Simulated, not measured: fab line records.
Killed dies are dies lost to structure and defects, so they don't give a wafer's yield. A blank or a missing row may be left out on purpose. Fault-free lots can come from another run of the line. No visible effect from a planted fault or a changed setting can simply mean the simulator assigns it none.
Which tool was responsible? + flow ritCmos + Sampling: 14 lots, 42 wafers, 2 of 202 route steps

WHAT THE GAUGES SHOWED, per wafer
The record lacks any reading of a measuring or inspecting step that a usual standard deviation could be used to judge.

EACH LOT AND THE TOOL THAT RAN IT (in order: tool; ch and the chambers of the sampled wafers; start)
| lot  | RIT_PSD_SOFTBAKE_02             | RIT_M1_PROBE_99        |
|------|---------------------------------|------------------------|
| L315 | lithoTrack-02 ch 0, day 3 02:46 | -                      |
| L316 | lithoTrack-02 ch 0, day 3 09:34 | -                      |
| L317 | lithoTrack-01 ch 0, day 3 15:14 | -                      |
| L318 | lithoTrack-01 ch 0, day 3 15:40 | -                      |
| L320 | lithoTrack-02 ch 0, day 4 05:40 | prober-01, day 4 14:40 |
| L323 | lithoTrack-01 ch 0, day 4 17:52 | prober-01, day 5 03:08 |
| L324 | lithoTrack-02 ch 0, day 5 02:05 | prober-02, day 5 12:34 |
| L327 | lithoTrack-01 ch 0, day 5 14:10 | -                      |
| L329 | lithoTrack-02 ch 0, day 5 23:15 | prober-01, day 6 08:40 |
| L330 | lithoTrack-02 ch 0, day 6 06:02 | -                      |
| L331 | lithoTrack-03 ch 0, day 6 09:22 | -                      |
| L332 | lithoTrack-02 ch 0, day 6 13:34 | -                      |
| L333 | lithoTrack-03 ch 0, day 6 17:34 | -                      |
| L335 | lithoTrack-03 ch 0, day 7 05:21 | -                      |
- RIT_PSD_SOFTBAKE_02: time 60 s.
- RIT_M1_PROBE_99

WHAT THE TOOLS THEMSELVES READ (means of the sampled wafers that have a number; where no wafer has one, the mark that the record gives instead)
RIT_PSD_SOFTBAKE_02.
| lot  | tool          | heaterPowerTotalW (W) | plateTempC (C) |
|------|---------------|-----------------------|----------------|
| L315 | lithoTrack-02 | 34.56                 | 89.87          |
| L316 | lithoTrack-02 | 34.60                 | 90.00          |
| L317 | lithoTrack-01 | 34.57                 | 90.08          |
| L318 | lithoTrack-01 | 34.56                 | 89.99          |
| L320 | lithoTrack-02 | 34.50                 | 89.93          |
| L323 | lithoTrack-01 | 38.49                 | 97.27          |
| L324 | lithoTrack-02 | 34.57                 | 89.95          |
| L327 | lithoTrack-01 | 38.48                 | 97.17          |
| L329 | lithoTrack-02 | 34.59                 | 90.01          |
| L330 | lithoTrack-02 | 34.58                 | 89.96          |
| L331 | lithoTrack-03 | 34.55                 | 89.89          |
| L332 | lithoTrack-02 | 34.59                 | 90.07          |
| L333 | lithoTrack-03 | 34.58                 | 90.13          |
| L335 | lithoTrack-03 | 34.61                 | 89.86          |

RIT_M1_PROBE_99.
| lot  | tool      | killed_at_M0_to_M3 | killedAtFrontEnd | killedDies | killedOpen | killedShort |
|------|-----------|--------------------|------------------|------------|------------|-------------|
| L320 | prober-01 | 0.0                | 6                | 6          | 2.7        | 3.7         |
| L323 | prober-01 | 0.0                | 7                | 7          | 3.7        | 3.0         |
| L324 | prober-02 | 0.0                | 7                | 7          | 3.0        | 3.7         |
| L329 | prober-01 | 0.0                | 6                | 6          | 1.7        | 4.7         |

THE ANSWER, worked out from the rows above alone
Rule: what is usual is taken from the lots themselves. The widest of any qualifying gaps counts: lots, ordered by their means at a reading, are off when they make up no more than a third of the lots, leave a main group of 4 or more, and stand apart from it by 3 or more times the standard deviation of that group's means. The tables above print the reading to a certain number of digits; a main group whose means all agree to those digits is not used. A lot without any number at a reading at which 4 lots or more have one is off too. The other lots that the step has rows for count as sound. The gauges are gone through in route order, then the tools' own readings, and for those a lot's mean is taken as printed above. The first step at which some lot is off is used, and at that step the reading that is off furthest; a lot without a number counts as furthest.
Off at RIT_PSD_SOFTBAKE_02 (heaterPowerTotalW): L323, L327. Mean 34.57 W and standard deviation 0.027 in the main group.
A tool fits if, at that step or a process step before it, it ran every lot that is off, and no sound lot after the first of them. One fits: lithoTrack-01 at RIT_PSD_SOFTBAKE_02. Its last sound lot is L318 (day 3 15:40), its first lot that is off L323 (day 4 17:52): a fault that began between those two fits.
The tool's own readings at RIT_PSD_SOFTBAKE_02 bear it out: on the lots that are off they differ by more than 5 times the standard deviation of the sound lots' means. heaterPowerTotalW reads 38.48 W there against 34.57 W on the sound lots; plateTempC reads 97.22 C there against 89.98 C on the sound lots.

WHAT THE SIMULATOR HAD INSERTED
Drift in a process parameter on lithoTrack-01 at RIT_PSD_SOFTBAKE_02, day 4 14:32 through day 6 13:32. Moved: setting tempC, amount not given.
Shown lots that were struck: L323, L327. The rule above found the same.
